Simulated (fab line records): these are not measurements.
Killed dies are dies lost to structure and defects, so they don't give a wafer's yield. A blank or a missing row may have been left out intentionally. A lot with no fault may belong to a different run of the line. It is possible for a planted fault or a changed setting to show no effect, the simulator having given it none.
Split-lot trial ; flow berkeley-cmos170 ; 5 lots, 23 wafers read, on a route of 331 steps

## THE SPLIT ITSELF
At UCB170_NLDD_PEB_04, the setting peb-temp-c was moved away from the recipe's 130 C on 8 of the 23 wafers read, by -2.3% to +1.9%. The other wafers ran this setting at the recipe's value.

## FROM THE SPLIT TO THE READING: what the file shows between them, 1 step
- UCB170_NLDD_DEVELOP_05: develop time 45 s

## THE READING
At UCB170_NLDD_CD_MEAS_06: cd-nm in nanometres, against a target cd of 1200 nm. On this fab line, fault-free wafers typically give 1199.9 nm with a standard deviation of 1.1 nm.

wafer;tool, chamber at the split;peb-temp-c as run, C;against the recipe;cd-nm, nm;against lot-mates on the recipe
L075.2;litho-track-04, 0;130;recipe;1200.8;-
L075.5;litho-track-04, 0;130;recipe;1198.3;-
L075.6;litho-track-04, 0;130;recipe;1201.0;-
L076.1;litho-track-04, 0;132.5;+1.9%;1213.7;+15.3
L076.2;litho-track-04, 0;130;recipe;1198.5;-
L076.3;litho-track-04, 0;132.5;+1.9%;1213.2;+14.8
L076.5;litho-track-04, 0;130;recipe;1198.8;-
L076.6;litho-track-04, 0;130;recipe;1198.0;-
L081.1;litho-track-02, 0;130;recipe;1199.8;-
L081.3;litho-track-02, 0;130;recipe;1199.1;-
L081.4;litho-track-02, 0;130;recipe;1199.1;-
L081.5;litho-track-02, 0;130;recipe;1199.6;-
L081.6;litho-track-02, 0;130;recipe;1200.5;-
L084.2;litho-track-01, 0;127;-2.3%;1177.5;-23.1
L084.3;litho-track-01, 0;127;-2.3%;1177.7;-22.9
L084.4;litho-track-01, 0;127;-2.3%;1178.0;-22.6
L084.5;litho-track-01, 0;130;recipe;1200.5;-
L084.6;litho-track-01, 0;130;recipe;1200.7;-
L083.1;litho-track-01, 0;127.9;-1.6%;1185.1;-16.1
L083.2;litho-track-01, 0;130;recipe;1201.5;-
L083.3;litho-track-01, 0;127.9;-1.6%;1184.6;-16.6
L083.4;litho-track-01, 0;127.9;-1.6%;1185.3;-15.9
L083.6;litho-track-01, 0;130;recipe;1200.9;-

FIT RESULTS
A straight line over all 23 wafers: cd-nm changes by +8.72 nm for each +1% of peb-temp-c; r = +0.99; the points scatter about the line by 1.4 nm.
The same after taking each lot's own level away (the mean of its wafers on the recipe; 23 wafers): +9.29 nm for each +1%; r = +0.99; scatter 1.1 nm.
Per that fit: largest peb-temp-c move, reading shift of 21 nm.
From 1198.43 to 1201.20 nm: that is the span of the lots' own levels, equal to 2.5 times the standard deviation above.
The two slopes agree, so the slope changes little with the lot-to-lot level.
Check: -21.8 nm against its lot-mates is what the line predicts for one of the wafers moved furthest among these (-2.3%) when that wafer is left out of the fit. It came out at -23.1 nm against them.

## ADDITIONAL SPLITS CARRIED BY THESE WAFERS
These wafers also went through other splits before the reading. Each is held against what the fit with the lots' levels taken away leaves over:
other split on the same wafers;wafers away from the commonest value;r with cd-nm (lot level and that fit taken away)
UCB170_NWELL_IMPLANT_14 energy-kev;6;-0.16
UCB170_PWELL_CVD_05 pressure-mtorr;18;-0.01
UCB170_ACTIVE_COAT_08 resist-thk-nm;11;-0.11
UCB170_ACTIVE_EXPOSE_10 dose-mj;6;-0.23
UCB170_PFIELD_IMPLANT_07 energy-kev;9;+0.16
UCB170_NVT_IMPLANT_07 dose-cm2;8;-0.21

## THE FILE'S OWN FIT
cd-nm changes by +9.27 nm for each +1% of peb-temp-c, r = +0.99.
